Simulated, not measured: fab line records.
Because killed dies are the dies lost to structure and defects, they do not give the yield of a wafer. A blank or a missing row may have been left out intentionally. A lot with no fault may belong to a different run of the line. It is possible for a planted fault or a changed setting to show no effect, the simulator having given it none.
fab line records -- flow berkeley-cmos170
[record] lots = 6, wafers = 18, last-day = 13
route steps=331 shown ZERO@6 NWELL@14
lots untouched by any fault: they come from a run of this same line in which no faults occurred
start-h: the number of hours between the record's first day and the start of the first shown wafer of the lot -- wait-h: hours elapsed since this lot's preceding step -- " as in the row above -- L1.1+2: a row that stands for several wafers -- - no value present, or no start provided -- * or withheld: withheld -- < > ~ a bound
route shown NAME@n: names a module that has steps shown in the file, with the first one's number in the route -- usual: mean/standard deviation of fault-free wafers -- same: alike in all rows -- chamber/n: place in a boat -- sites: per-site readings -- _std_site: how widely they spread, as a standard deviation -- _edge_site: inner sites' mean taken away from outer sites' mean -- radius-mm: for every site, how far away it sits from the centre of the wafer -- mask NAME#n: copy n -- behind: tool/chamber where the wafer was last shaped -- hold: the reason the lot was held/the length of the hold in hours/how it ended -- device: transistor that didn't switch, given as n, p or np -- end of line: tests run on the same wafers once the route is complete -- for a step that has no rows: nothing shown but its recipe -- killed: dies lost to structure and defects at the first sort, not the wafer's yield -- map: dies across one wafer; x = killed, . = not, _ = none there
set.NAME: the setting as run; set.NAME@STEP: as run at that earlier step -- model.NAME: the simulator's own value behind a step, which no gauge read
lots seen at some steps along the route; tables by step, rows by wafer
services: the hour from which a tool's chamber was out of use, counted from the record's first day as start-h (under 0 if before that day), plus the number of hours and why
[[steps]]
[step UCB170_ZERO_HMDS_00]
[recipe] prime-time-s = 60, prime-temp-c = 100
[step UCB170_ZERO_COAT_01]
[recipe] resist = KrF, spin-rpm = 1500, resist-thk-nm = 900
[step UCB170_ZERO_SOFTBAKE_02]
[recipe] resist = KrF, temp-c = 130, time-s = 60
[step UCB170_ZERO_EXPOSE_03]
[recipe] mask-id = PM_MARKS, na = 0.5, sigma-outer = 0.6, source-shape = conventional, target-cd-nm = 4000, dose-mj = 30
[step UCB170_ZERO_PEB_04]
[recipe] peb-temp-c = 130, peb-time-s = withheld, resist = KrF
[step UCB170_ZERO_DEVELOP_05]
[recipe] developer = TMAH, develop-time-s = 45, resist = KrF, dev-temp-c = 21
[step UCB170_ZERO_ETCH_06]
[recipe] chemistry = CHF3/CF4/Ar, target = SiO2, time-s = 12, pressure-mtorr = 100, rf-w = 500, CHF3_flow_sccm = 50, cf4-flow-sccm = 10, Ar_flow_sccm = 120, over-etch-frac = 1.58
[usual] cf4-flow-sccm = 10.00/0.032, drypump-motor-current-A = 5.7/0.58, oes-product-au = 0.621/0.0094, throttle-valve-pct = 9.27/0.17
lot.wafer,tool,chamber,start-h,wait-h,cf4-flow-sccm,drypump-motor-current-A,oes-product-au,rf-hours-counter-h,throttle-valve-pct
L401.1,rie-diel-03,1,30.84,-,9.96,5.3,0.617,163,9.45
L401.2,rie-diel-03,2,30.84,-,10.00,5.0,0.610,138,9.08
L401.4,rie-diel-03,0,30.84,-,9.95,6.3,0.607,3,9.13
L403.1,rie-diel-04,0,40.50,-,9.98,5.6,0.617,120,9.41
L403.4,rie-diel-04,1,40.50,-,9.99,5.6,0.632,9,9.10
L403.6,rie-diel-04,3,40.50,-,10.04,5.3,0.626,-,9.02
L408.1,rie-diel-04,1,67.96,-,9.97,5.5,0.623,10,9.10
L408.3,rie-diel-04,3,67.96,-,9.96,5.3,0.620,45,9.03
L408.4,rie-diel-04,2,67.96,-,9.99,6.6,0.612,8,9.32
L409.1,rie-diel-03,0,74.33,-,10.06,6.3,0.608,5,9.12
L409.3,rie-diel-03,3,74.33,-,9.96,6.4,0.624,31,9.13
L409.5,rie-diel-03,1,74.33,-,9.97,5.2,0.619,-,9.47
L410.3,rie-diel-01,0,82.35,-,10.02,6.6,0.622,6,9.53
L410.4,rie-diel-01,1,82.35,-,9.98,4.8,0.629,30,9.38
L410.5,rie-diel-01,2,82.35,-,10.01,5.8,0.616,-,9.53
L421.1,rie-diel-03,2,131.38,-,10.00,5.0,0.613,142,9.09
L421.5,rie-diel-03,2,131.38,-,10.02,5.0,0.609,-,9.09
L421.6,rie-diel-03,1,131.38,-,9.99,5.3,0.620,-,9.45
[step UCB170_ZERO_STRIP_07]
[recipe] chemistry = O2, power-w = 400, pressure-mtorr = 3500, platen-temp-c = withheld, o2-flow-sccm = 400, overash-fraction = 0.5
[usual] drypump-motor-current-A = 5.6/0.36, o2-flow-sccm = 399.9/1.1, oes-product-au = 0.726/0.0044, strip-time-to-endpoint-s = 21.49/0.053
lot.wafer,tool,chamber,start-h,wait-h,drypump-motor-current-A,o2-flow-sccm,oes-product-au,rf-hours-counter-h,strip-time-to-endpoint-s
L401.1,plasma-asher-02,1,30.86,0.0,5.7,399.3,0.720,27,21.56
L401.2,plasma-asher-02,0,30.86,0.0,6.0,398.8,0.730,27,21.54
L401.4,plasma-asher-02,1,30.86,0.0,5.7,399.8,0.721,-,21.54
L403.1,plasma-asher-02,1,40.52,0.0,5.7,399.5,0.719,28,21.46
L403.4,plasma-asher-02,0,40.52,0.0,6.0,399.7,0.726,-,21.48
L403.6,plasma-asher-02,1,40.52,0.0,5.7,398.8,0.723,-,21.49
L408.1,plasma-asher-02,0,67.98,0.0,6.1,399.4,0.723,31,21.50
L408.3,plasma-asher-02,1,67.98,0.0,5.7,398.8,0.723,-,21.36
L408.4,plasma-asher-02,0,67.98,0.0,6.0,400.8,0.720,-,21.52
L409.1,plasma-asher-04,0,74.35,0.0,5.1,398.1,0.738,26,21.50
L409.3,plasma-asher-04,1,74.35,0.0,5.4,400.2,0.719,-,21.56
L409.5,plasma-asher-04,1,74.35,0.0,5.4,399.2,0.732,-,21.48
L410.3,plasma-asher-04,1,82.40,0.0,5.4,399.1,0.725,-,21.50
L410.4,plasma-asher-04,0,82.40,0.0,5.1,399.6,0.724,-,21.44
L410.5,plasma-asher-04,0,82.40,0.0,5.1,398.8,0.728,-,21.49
L421.1,plasma-asher-04,0,131.41,0.0,5.1,401.3,0.723,33,21.43
L421.5,plasma-asher-04,0,131.41,0.0,5.1,400.4,0.726,-,21.49
L421.6,plasma-asher-04,1,131.41,0.0,5.4,399.6,0.721,-,21.47
[step UCB170_NWELL_WET_ETCH_00]
[recipe] chemistry = dHF, dilution = 25:1, target = SiO2, temp-c = 25, time-s = 200
[step UCB170_NWELL_OXIDATION_01]
[recipe] temp-c = 1000, ambient = O2, target-thk-a = 264, ox-time-s = 1260
[step UCB170_NWELL_THK_MEAS_02]
[recipe] reads = SiO2_of_NWELL_OXIDATION_01
[usual] NWELL_OXIDE_THK = 26.4/0.48
lot.wafer,tool,chamber,start-h,wait-h,NWELL_OXIDE_THK[nm]
L401.1,film-metro-04,-,36.28,0.0,26.4
L401.2,film-metro-04,-,36.28,0.0,26.7
L401.4,film-metro-04,-,36.28,0.0,26.8
L403.1,film-metro-03,-,44.65,0.0,27.2
L403.4,film-metro-03,-,44.65,0.0,26.9
L403.6,film-metro-03,-,44.65,0.0,27.2
L408.1,film-metro-02,-,78.00,0.0,26.6
L408.3,film-metro-02,-,78.00,0.0,26.2
L408.4,film-metro-02,-,78.00,0.0,26.6
L409.1,film-metro-04,-,78.00,0.0,26.7
L409.3,film-metro-04,-,78.00,0.0,27.1
L409.5,film-metro-04,-,78.00,0.0,26.5
L410.3,film-metro-04,-,88.63,0.0,26.4
L410.4,film-metro-04,-,88.63,0.0,26.2
L410.5,film-metro-04,-,88.63,0.0,26.4
L421.1,film-metro-02,-,136.19,0.0,24.9
L421.5,film-metro-02,-,136.19,0.0,25.5
L421.6,film-metro-02,-,136.19,0.0,25.7
[step UCB170_NWELL_ANNEAL_03]
[recipe] temp-c = 1000, time-s = 900, ambient = N2
[step UCB170_NWELL_CVD_04]
[recipe] material = Si3N4, target-thk-nm = 224, temp-c = 800, precursor = SiH2Cl2/NH3, time-s = 3360, pressure-mtorr = 200, sih2cl2-flow-sccm = 25, nh3-flow-sccm = 75
[usual] sih2cl2-flow-sccm = 25.00/0.076, spike-tc-load-C = 824/4.4
lot.wafer,tool,chamber,start-h,wait-h,sih2cl2-flow-sccm,spike-tc-load-C,model.Si3N4_of_NWELL_CVD_04.thk-nm
L401.1,lpcvd-02,0,48.18,0.0,24.99,826,223.7
L401.2,lpcvd-02,0,48.18,0.0,25.01,824,224.6
L401.4,lpcvd-02,0,48.18,0.0,24.98,826,224.4
L403.1,lpcvd-02,0,48.18,0.0,25.06,825,224
L403.4,lpcvd-02,0,48.18,0.0,25.04,824,224.6
L403.6,lpcvd-02,0,48.18,0.0,25.05,827,224.8
L408.1,lpcvd-02,1,84.85,0.0,30.02,830,234.2
L408.3,lpcvd-02,1,84.85,0.0,29.97,827,235.6
L408.4,lpcvd-02,1,84.85,0.0,29.99,828,236
L409.1,lpcvd-02,1,84.85,0.0,29.90,829,232.3
L409.3,lpcvd-02,1,84.85,0.0,29.90,829,234.2
L409.5,lpcvd-02,1,84.85,0.0,29.89,827,236.3
L410.3,lpcvd-01,0,93.20,0.0,25.09,818,224.1
L410.4,lpcvd-01,0,93.20,0.0,24.85,818,223
L410.5,lpcvd-01,0,93.20,0.0,25.02,816,221.2
L421.1,lpcvd-01,0,139.78,0.0,24.94,818,227.3
L421.5,lpcvd-01,0,139.78,0.0,24.96,817,227.3
L421.6,lpcvd-01,0,139.78,0.0,24.92,818,226.2
[step UCB170_NWELL_THK_MEAS_05]
[recipe] reads = Si3N4_of_NWELL_CVD_04
[usual] NWELL_NITRIDE_THK = 224.1/2.2
lot.wafer,tool,chamber,start-h,wait-h,NWELL_NITRIDE_THK[nm]
L401.1,film-metro-04,-,50.12,0.0,223.7
L401.2,film-metro-04,-,50.12,0.0,224.8
L401.4,film-metro-04,-,50.12,0.0,224.3
L403.1,film-metro-03,-,50.12,0.0,224.1
L403.4,film-metro-03,-,50.12,0.0,224.8
L403.6,film-metro-03,-,50.12,0.0,224.8
L408.1,film-metro-03,-,87.75,0.0,234.1
L408.3,film-metro-03,-,87.75,0.0,235.6
L408.4,film-metro-03,-,87.75,0.0,236.0
L409.1,film-metro-02,-,87.75,0.0,232.4
L409.3,film-metro-02,-,87.75,0.0,234.1
L409.5,film-metro-02,-,87.75,0.0,236.5
L410.3,film-metro-03,-,95.15,0.0,224.1
L410.4,film-metro-03,-,95.15,0.0,223.0
L410.5,film-metro-03,-,95.15,0.0,221.4
L421.1,film-metro-04,-,141.71,0.0,227.4
L421.5,film-metro-04,-,141.71,0.0,227.3
L421.6,film-metro-04,-,141.71,0.0,226.1
[step UCB170_NWELL_HMDS_06]
[recipe] prime-time-s = 60, prime-temp-c = 100
[step UCB170_NWELL_COAT_07]
[recipe] resist = KrF, spin-rpm = 1500, resist-thk-nm = 900
[step UCB170_NWELL_SOFTBAKE_08]
[recipe] resist = KrF, temp-c = 130, time-s = 60
[step UCB170_NWELL_EXPOSE_09]
[recipe] mask-id = NWELL, target-cd-nm = 3000, na = 0.5, sigma-outer = 0.6, source-shape = conventional, dose-mj = 25
[step UCB170_NWELL_PEB_10]
[recipe] peb-temp-c = 130, peb-time-s = withheld, resist = KrF
[step UCB170_NWELL_DEVELOP_11]
[recipe] developer = TMAH, develop-time-s = 45, resist = KrF, dev-temp-c = 21
[step UCB170_NWELL_OVL_MEAS_12]
[usual] NWELL_OVL = 2/5.4
lot.wafer,tool,chamber,start-h,wait-h,NWELL_OVL[nm]
L401.1,overlay-02,-,51.14,-,1
L401.2,overlay-02,-,51.14,-,6
L401.4,overlay-02,-,51.14,-,4
L403.1,overlay-02,-,51.35,-,-12
L403.4,overlay-02,-,51.35,-,-7
L403.6,overlay-02,-,51.35,-,-5
L408.1,overlay-01,-,90.97,-,9
L408.3,overlay-01,-,90.97,-,6
L408.4,overlay-01,-,90.97,-,8
L409.1,overlay-02,-,91.18,-,-2
L409.3,overlay-02,-,91.18,-,-4
L409.5,overlay-02,-,91.18,-,0
L410.3,overlay-01,-,96.05,-,3
L410.4,overlay-01,-,96.05,-,10
L410.5,overlay-01,-,96.05,-,6
L421.1,overlay-02,-,144.35,-,-3
L421.5,overlay-02,-,144.35,-,0
L421.6,overlay-02,-,144.35,-,-12
[step UCB170_NWELL_ETCH_13]
[recipe] chemistry = CH3F/Ar/O2, target = Si3N4, stop-on = SiO2, CH3F_flow_sccm = 20, Ar_flow_sccm = 50, O2_flow_sccm = 7, pressure-mtorr = 50, rf-w = 450, target-depth-a = 2464, over-etch-frac = 0.1, time-s = 154
[usual] O2_flow_sccm = 7.002/0.021, drypump-motor-current-A = 6.0/0.55, oes-product-au = 0.949/0.013, throttle-valve-pct = 8.10/0.14
lot.wafer,tool,chamber,start-h,wait-h,O2_flow_sccm,drypump-motor-current-A,oes-product-au,rf-hours-counter-h,throttle-valve-pct,model.etch.depth-nm
L401.1,rie-diel-02,1,51.18,0.0,7.009,6.6,0.950,163,8.02,223.7
L401.2,rie-diel-02,2,51.18,0.0,6.973,6.2,0.954,126,8.15,224.6
L401.4,rie-diel-02,0,51.18,0.0,7.019,5.8,0.965,112,8.14,224.4
L403.1,rie-diel-04,1,51.39,0.0,7.010,5.5,0.967,9,7.93,224
L403.4,rie-diel-04,2,51.39,0.0,7.018,6.6,0.934,7,8.12,224.6
L403.6,rie-diel-04,1,51.39,0.0,6.994,5.5,0.978,-,7.92,224.8
L408.1,rie-diel-01,0,91.01,0.0,6.983,6.6,0.978,6,8.30,234.2
L408.3,rie-diel-01,3,91.01,0.0,7.028,6.1,0.976,57,8.13,235.6
L408.4,rie-diel-01,1,91.01,0.0,7.003,4.8,0.970,30,8.20,236
L409.1,rie-diel-04,0,91.21,0.0,7.005,5.6,0.960,122,8.22,232.3
L409.3,rie-diel-04,2,91.21,0.0,7.027,6.6,0.960,8,8.14,234.2
L409.5,rie-diel-04,1,91.21,0.0,7.026,5.5,1.003,-,7.94,236.3
L410.3,rie-diel-01,3,96.07,0.0,6.983,6.1,0.950,58,8.11,224.1
L410.4,rie-diel-01,0,96.07,0.0,6.988,6.6,0.951,-,8.33,223
L410.5,rie-diel-01,3,96.07,0.0,6.982,6.1,0.939,-,8.14,221.2
L421.1,rie-diel-02,3,144.38,0.0,7.028,6.5,0.947,139,7.86,227.3
L421.5,rie-diel-02,3,144.38,0.0,7.047,6.5,0.943,-,7.86,227.3
L421.6,rie-diel-02,2,144.38,0.0,6.995,6.2,0.963,-,8.15,226.2
[step UCB170_NWELL_IMPLANT_14]
[recipe] species = P, dose-cm2 = 1e+13, energy-kev = 150, tilt-deg = 7
[[services]]
tool,chamber,start-h,hours,kind
rie-diel-04,-,7.05,0.5,repair
plasma-asher-04,-,9.58,1.7,repair
plasma-asher-02,-,21.44,3.0,repair
rie-diel-04,-,30.43,0.6,repair
rie-diel-04,-,37.50,1.2,repair
rie-diel-02,1,42.19,8.1,repair
plasma-asher-04,-,42.35,0.6,repair
rie-diel-01,2,45.95,7.1,repair
rie-diel-02,3,71.68,5.4,repair
rie-diel-03,0,83.30,2.7,repair
rie-diel-03,1,85.97,-,clean
rie-diel-03,1,85.97,12.8,scheduled-down
rie-diel-03,1,85.97,12.8,vent-cycle
rie-diel-01,2,94.72,8.1,repair
rie-diel-03,1,105.89,2.8,repair
plasma-asher-02,-,108.75,9.0,pm
plasma-asher-02,0,108.75,9.0,vent-cycle
plasma-asher-02,1,108.75,9.0,vent-cycle
plasma-asher-02,0,117.75,-,clean
plasma-asher-02,1,117.75,-,clean
rie-diel-02,0,124.68,3.2,repair
rie-diel-02,2,132.69,4.3,repair
rie-diel-03,0,136.06,2.8,repair
rie-diel-03,2,138.59,14.5,repair
[[key]]
[first-sign] step = UCB170_NWELL_CVD_04, reading = sih2cl2-flow-sccm, direction = up, sigmas = 65, usual = 25.00, struck = 29.94
[effect] step = UCB170_NWELL_THK_MEAS_05, reading = NWELL_NITRIDE_THK, direction = up, sigmas = 4.9, usual = 224.1, struck = 234.8
[model-effect] step = UCB170_NWELL_CVD_04, value = Si3N4_of_NWELL_CVD_04.thk-nm, without = 223.5, struck = 234.7
[model-effect] step = UCB170_NWELL_ETCH_13, value = etch.depth-nm, without = 223.5, struck = 234.7
met-at UCB170_NWELL_CVD_04
struck-wafers L408.1,L408.3,L408.4,L409.1,L409.3,L409.5
sort-left-out L408.1,L408.3,L408.4,L409.1,L409.3,L409.5
tester-left-out L408,L409
onset-between 48.18 84.85
[fault] kind = process-parameter-drift, tool = lpcvd-02, chamber = -, onset-h = 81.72, steps = UCB170_NWELL_CVD_04, channel = sih2cl2-flow-sccm, offset = 5, shape = step, end-h = 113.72, acts-in = these-recipes-only, stated = 25
// tester-left-out: of these lots the tester's yield and bins aren't shown, on N5 and GAA mostly nor the transistor test; their killed dies are dies lost to structure and defects alone, not to doping, threshold or leakage, so they don't give the yield
// sort-left-out: the simulated sort isn't trusted on such a fault, so these wafers' sort isn't shown, and their yield isn't known
